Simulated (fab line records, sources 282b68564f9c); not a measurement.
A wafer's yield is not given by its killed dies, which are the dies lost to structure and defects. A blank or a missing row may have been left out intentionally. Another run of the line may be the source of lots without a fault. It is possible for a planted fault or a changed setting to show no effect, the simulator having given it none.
Comparing a struck lot with a sound one + flow rit_cmos + 39 out of 202 route steps
Sound: the wafers L937.1, L937.3, L937.5. Wafers L944.1, L944.2, L944.5 were the ones struck. The cause comes at the end.
Per side, at each step with rows, come the tool, then ch with its chambers, and then its first start. Under that, the readings that differ: sound wafers + struck wafers + difference of the means + sigmas: that difference in standard deviations of wafers without a fault.
alike: same words and numbers on both sides, and readings whose means sit less than 2 such deviations apart. not compared: any withheld reading, any reading some wafer has no value for, any bound like >300 that may hide the same value, and any number with overlapping values for which the record gives no deviation.
Wherever a step has rows on one side only, a row that says differs or no value, or a row with sigmas, the two part there. When numbers do not overlap yet have no deviation, they are printed without sigmas and do not part them. A reading missing from all wafers of one side parts the sides only when that side holds two or more wafers.

first, 6 steps without rows for these wafers: RIT_NLDD_HMDS_00 (prime time 60 s); RIT_NLDD_COAT_01 (resist thk 1000 nm); RIT_NLDD_SOFTBAKE_02 (time 60 s); RIT_NLDD_EXPOSE_03 (exposes mask M7, target cd 40700 nm); RIT_NLDD_PEB_04; RIT_NLDD_DEVELOP_05 (develop time 50 s).
RIT_NLDD_OVL_MEAS_06:
  struck on overlay-02, day 6 03:44; sound on overlay-02, day 4 13:36
  alike: NLDD_OVL
then, 2 steps without rows for these wafers: RIT_NLDD_HARDBAKE_07 (time 60 s); RIT_NLDD_IMPLANT_08.
RIT_NLDD_STRIP_09: strips in O2, time 180 s.
  sound on plasma_asher-03 ch 0,1, day 4 13:56; struck on plasma_asher-04 ch 0,1, day 6 04:13
  alike: drypump_motor_current_A, o2_flow_sccm
  not compared: rf_hours_counter_h
RIT_NLDD_TW_MEAS_10:
  struck on film_metro-03, day 6 04:23; sound on film_metro-01, day 4 14:07
  alike: NLDD_TW
then, 1 step without rows for these wafers: RIT_PLDD_HMDS_00 (prime time 60 s).
RIT_PLDD_COAT_01: resist thk 1000 nm.
  struck on litho_track-03, day 6 04:47; sound on litho_track-01 ch 0, day 4 14:19
  no value came back on the struck wafers for chill_plate_temp_C (C), dispense_pressure_kPa (kPa); on the sound wafers chill_plate_temp_C (C) reads 23.00 22.94 23.02
then, 4 steps without rows for these wafers: RIT_PLDD_SOFTBAKE_02 (time 60 s); RIT_PLDD_EXPOSE_03 (exposes mask M8, target cd 40900 nm); RIT_PLDD_PEB_04; RIT_PLDD_DEVELOP_05 (develop time 51.36 s).
RIT_PLDD_OVL_MEAS_06:
  struck on overlay-01, day 6 05:38; sound on overlay-01, day 4 15:09
| reading       | sound          | struck | difference                    | sigmas |
|---------------|----------------|--------|-------------------------------|--------|
| PLDD_OVL (nm) | -1.8 -1.3 -2.1 | - - -  | no value on the struck wafers |        |
then, 2 steps without rows for these wafers: RIT_PLDD_HARDBAKE_07 (time 60 s); RIT_PLDD_IMPLANT_08.
RIT_PLDD_STRIP_09: strips in O2, time 180 s.
  sound on plasma_asher-03 ch 0,1, day 4 15:29; struck on plasma_asher-02 ch 0,1, day 6 06:07
  alike: drypump_motor_current_A, o2_flow_sccm
  not compared: rf_hours_counter_h
RIT_PLDD_TW_MEAS_10:
  struck on film_metro-02, day 6 06:18; sound on film_metro-01, day 4 15:40
  alike: PLDD_TW
then, 4 steps without rows for these wafers: RIT_SPACER_CLEAN_00 (cleans in SC1, time 600 s); RIT_SPACER_CLEAN_01 (cleans in dHF, time 30 s); RIT_SPACER_CLEAN_02 (cleans in SC2, time 600 s); RIT_SPACER_CVD_03 (deposits Si3N4 from SiH2Cl2/NH3, target thk 250 nm, time 3300 s).
RIT_SPACER_THK_MEAS_04:
  struck on film_metro-02, day 6 08:40; sound on film_metro-04, day 4 18:02
  alike: SPACER_NITRIDE_THK
RIT_SPACER_ETCHBACK_05: etches Si3N4 in SF6/CHF3, stops on SiO2, target depth 250 nm, time 240 s.
  sound on rie_diel-03 ch 0,1,3, day 4 18:06; struck on rie_diel-03 ch 0,1,2, day 6 08:44
  alike: SF6_flow_sccm, drypump_motor_current_A, oes_product_au, throttle_valve_pct
  not compared: rf_hours_counter_h
then, 6 steps without rows for these wafers: RIT_NSD_HMDS_00 (prime time 60 s); RIT_NSD_COAT_01 (resist thk 1000 nm); RIT_NSD_SOFTBAKE_02 (time 60 s); RIT_NSD_EXPOSE_03 (exposes mask M9, target cd 40700 nm); RIT_NSD_PEB_04; RIT_NSD_DEVELOP_05 (develop time 50 s).
RIT_NSD_OVL_MEAS_06:
  struck on overlay-01, day 6 09:52; sound on overlay-02, day 4 19:13
  alike: NSD_OVL
then, 2 steps without rows for these wafers: RIT_NSD_HARDBAKE_07 (time 60 s); RIT_NSD_IMPLANT_08.
RIT_NSD_STRIP_09: strips in O2, time 180 s.
  sound on plasma_asher-03 ch 0, day 4 19:34; struck on plasma_asher-03 ch 0,1, day 6 10:21
  alike: drypump_motor_current_A, o2_flow_sccm
  not compared: rf_hours_counter_h
RIT_NSD_TW_MEAS_10:
  struck on film_metro-01, day 6 10:45; sound on film_metro-02, day 4 19:44
| reading | sound          | struck         | difference | sigmas |
|---------|----------------|----------------|------------|--------|
| NSD_TW  | 3093 3100 3085 | 3296 3301 3284 | +201       | +13    |
  not compared: hold

== WHERE THEY PART ==
First at RIT_PLDD_COAT_01; last, within this record, at RIT_NSD_TW_MEAS_10.

WHY: whatever the simulator had introduced
Beginning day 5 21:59, the whole step at RIT_PLDD_COAT_01 was skipped on litho_track-03. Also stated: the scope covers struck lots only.
